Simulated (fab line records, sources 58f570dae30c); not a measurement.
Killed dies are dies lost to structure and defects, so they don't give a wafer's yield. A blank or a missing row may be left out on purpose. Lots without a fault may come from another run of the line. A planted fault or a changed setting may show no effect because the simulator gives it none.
Problem report in the 8D (eight disciplines) form, filled by code | flow berkeley_cmos170 | the parts of the form that need people (team, actions taken, sign-off) are left out

1. THE PROBLEM
cd_nm at UCB170_V2_CD_MEAS_12 reads a mean of 653.9 nm on 9 wafers of 3 lots; wafers without a fault read 700.1 nm with a standard deviation of 1.4. That is -33 standard deviations from the usual mean.
The step: target cd 700 nm.
First seen on wafer L665.2, day 8 05:39, on cd_sem-02. The record holds 45 wafers of 15 lots with a number at this step. Rule for "out", or "out of limits": more than 4 standard deviations from the usual mean. The other wafers with a number count as sound.

2. WHAT IT IS AND WHAT IT IS NOT
question                    | is                     | is not
which readings at this step | cd_nm                  | -
which lots                  | L665, L666, L667       | L662, L663, L664, L668, L678, L679, L680, L681, L682, L683, L684, L685
which wafers of those lots  | all that have a number | -
read on which gauges        | cd_sem-01, cd_sem-02   | -
when                        | from day 8 05:39       | up to then (9 sound wafers); but 27 sound wafers of L668, L678, L679, L680, L681, L682, L683, L684, L685 came after

3. SUSPECTS, AND WHAT RULES EACH OUT
Counting: a tool at a process step up to the reading stays a suspect if it ran every lot that is out and no sound lot after the first of them.
- the gauge at UCB170_V2_CD_MEAS_12: ruled out. The wafers that are out were read on 2 gauges (cd_sem-01, cd_sem-02).
- litho_track-01 at UCB170_V2_PEB_10: ruled out as a lasting fault. Sound lots L683 ran on it after its first lot that is out, L665 (day 8 05:23).
Left after counting: nothing in the record.

4. THE CAUSE (what the simulator had put in)
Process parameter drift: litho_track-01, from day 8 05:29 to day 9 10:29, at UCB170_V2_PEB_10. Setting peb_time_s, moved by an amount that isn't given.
Counting ruled it out, wrongly: the rule takes a fault to strike every lot that its tool runs from its start on, and this one did not.

5. THE CHAIN OF EFFECTS, in route order
Each row: a reading whose mean over the struck wafers that have a number lies more than 3 standard deviations from the usual. Only readings for which the record gives a usual standard deviation are gone through. hours: the time from each lot's start at the first step in this table that gives one to its start at this step, as a median over the lots. sigmas: the change in usual standard deviations.
hours | step                 | reading              | usual    | on struck wafers | change | sigmas
0     | UCB170_V2_PEB_10     | heater_power_total_W | 56.80 W  | 68.34            | +11.54 | +99 or more
0     | UCB170_V2_CD_MEAS_12 | cd_nm                | 700.1 nm | 653.9            | -46.2  | -33
The process steps in it:
- UCB170_V2_PEB_10

6. WHAT WOULD HAVE CAUGHT IT SOONER
In this record the first reading out of limits at a measuring or inspecting step was taken at day 8 05:39, 0 hours after the fault began at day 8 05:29.
The tool's own readings at UCB170_V2_PEB_10 were out on every struck wafer that the step has a row for (heater_power_total_W): an alarm limit on them would have fired on the first of those.
